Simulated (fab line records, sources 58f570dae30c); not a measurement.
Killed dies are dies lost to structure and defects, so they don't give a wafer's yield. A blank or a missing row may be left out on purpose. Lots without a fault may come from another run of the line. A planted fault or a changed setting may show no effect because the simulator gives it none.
Tool commonality check | flow berkeley_cmos170 | 14 lots, 42 wafers sampled

WHY IT WAS OPENED
At UCB170_SDANNEAL_RS_MEAS_03 the reading NSD_RS is flagged on 2 of 14 lots. Wafers without a fault read 37.31 ohm/sq, standard deviation 0.088.
Rule: a lot is flagged when every wafer of it that has a number lies more than 4 standard deviations from that mean, or none has a number. The other lots count as sound.

lot  | measured     | on            | NSD_RS (ohm/sq), wafer by wafer | flag
L104 | day 6 12:35  | film_metro-02 | 37.36 37.32 37.33               |
L103 | day 6 12:37  | film_metro-03 | 37.44 37.30 37.39               |
L105 | day 6 18:52  | film_metro-04 | 37.25 37.30 37.31               |
L106 | day 7 09:01  | film_metro-04 | 37.15 37.19 37.23               |
L108 | day 7 10:29  | film_metro-03 | 37.43 37.32 37.39               |
L112 | day 8 10:47  | film_metro-02 | 37.31 37.29 37.26               |
L110 | day 8 10:49  | film_metro-03 | 37.40 37.27 37.28               |
L114 | day 9 03:43  | film_metro-04 | 37.31 37.21 37.46               |
L116 | day 9 14:17  | film_metro-03 | 34.58 34.60 34.61               | FLAGGED
L117 | day 9 23:32  | film_metro-02 | 34.68 34.68 34.63               | FLAGGED
L118 | day 9 23:35  | film_metro-04 | 37.18 37.24 37.22               |
L120 | day 10 03:02 | film_metro-04 | 37.33 37.29 37.32               |
L122 | day 10 16:58 | film_metro-04 | 37.36 37.34 37.34               |
L123 | day 10 17:06 | film_metro-03 | 37.23 37.22 37.19               |
The numbers of the flagged lots are 34.63 ohm/sq on average: -2.68 ohm/sq against the usual, or -30 standard deviations.

WHICH TOOL RAN EACH LOT
The record holds 2 process steps before the reading, out of a route of 331 steps. In each cell: the tool, then ch and the chambers that the sampled wafers went through, then the start.
lot  | flag    | UCB170_NSD_IMPLANT_08           | UCB170_NSD_STRIP_09
L104 |         | implanter-01 ch 0, day 6 10:52  | plasma_asher-02 ch 0,1, day 6 11:01
L103 |         | implanter-02 ch 0, day 6 11:02  | plasma_asher-01 ch 0,1, day 6 11:10
L105 |         | implanter-02 ch 0, day 6 16:56  | plasma_asher-02 ch 0,1, day 6 17:04
L106 |         | implanter-03 ch 0, day 7 04:37  | plasma_asher-03 ch 0, day 7 04:46
L108 |         | implanter-03 ch 0, day 7 08:15  | plasma_asher-02 ch 1, day 7 08:22
L112 |         | implanter-03 ch 0, day 8 09:08  | plasma_asher-02 ch 0,1, day 8 09:15
L110 |         | implanter-02 ch 0, day 8 09:08  | plasma_asher-01 ch 0,1, day 8 09:16
L114 |         | implanter-01 ch 0, day 9 02:09  | plasma_asher-03 ch 0,1, day 9 02:16
L116 | FLAGGED | implanter-02 ch 0, day 9 12:47  | plasma_asher-03 ch 0,1, day 9 12:56
L117 | FLAGGED | implanter-02 ch 0, day 9 20:19  | plasma_asher-03 ch 0,1, day 9 20:28
L118 |         | implanter-03 ch 0, day 9 20:22  | plasma_asher-01 ch 0,1, day 9 20:29
L120 |         | implanter-01 ch 0, day 10 01:35 | plasma_asher-02 ch 0,1, day 10 01:42
L122 |         | implanter-03 ch 0, day 10 14:39 | plasma_asher-03 ch 0,1, day 10 14:48
L123 |         | implanter-03 ch 0, day 10 15:01 | plasma_asher-03 ch 0,1, day 10 15:10
What these steps do:
- UCB170_NSD_IMPLANT_08
- UCB170_NSD_STRIP_09: strips in O2.
- UCB170_SDANNEAL_RS_MEAS_03: measures by four-point-probe.

FLAGGED OVER TOTAL, TOOL BY TOOL (the gauges that took the reading come last)
step                       | tool            | lots run | flagged | share of the flagged lots | sound lots run after its first flagged lot
UCB170_NSD_IMPLANT_08      | implanter-01    | 3        | 0       | none                      | -
UCB170_NSD_IMPLANT_08      | implanter-02    | 5        | 2       | all                       | 0
UCB170_NSD_IMPLANT_08      | implanter-03    | 6        | 0       | none                      | -
UCB170_NSD_STRIP_09        | plasma_asher-01 | 3        | 0       | none                      | -
UCB170_NSD_STRIP_09        | plasma_asher-02 | 5        | 0       | none                      | -
UCB170_NSD_STRIP_09        | plasma_asher-03 | 6        | 2       | all                       | 2 (L122,L123)
UCB170_SDANNEAL_RS_MEAS_03 | film_metro-02   | 3        | 1       | some                      | 0
UCB170_SDANNEAL_RS_MEAS_03 | film_metro-03   | 5        | 1       | some                      | 1 (L123)
UCB170_SDANNEAL_RS_MEAS_03 | film_metro-04   | 6        | 0       | none                      | -

WHAT THE TABLE ALLOWS
2 rows of the table ran every flagged lot: implanter-02 at UCB170_NSD_IMPLANT_08, plasma_asher-03 at UCB170_NSD_STRIP_09.
- implanter-02 at UCB170_NSD_IMPLANT_08: 2 of its 5 lots flagged. Its last sound lot is L110 (day 8 09:08), its first flagged lot L116 (day 9 12:47): a fault that began between those two fits. Its own readings lie more than 4 standard deviations out on every wafer of the flagged lots: dose_ions_cm2, faraday_current_uA.
- plasma_asher-03 at UCB170_NSD_STRIP_09: 2 of its 6 lots flagged. Sound lots ran on it after the first flagged one (L122, L123), which a lasting fault on the whole tool wouldn't allow. Its own readings lie more than 4 standard deviations out on every wafer of the flagged lots: strip_time_to_endpoint_s.
One tool is left: implanter-02 at UCB170_NSD_IMPLANT_08.

WHAT THE SIMULATOR HAD PUT IN
Process parameter drift: implanter-02, from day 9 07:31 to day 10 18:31, at UCB170_NSD_IMPLANT_08. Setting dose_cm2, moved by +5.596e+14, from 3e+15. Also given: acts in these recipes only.
Lots struck among those shown: L116, L117. The rule above found the same.
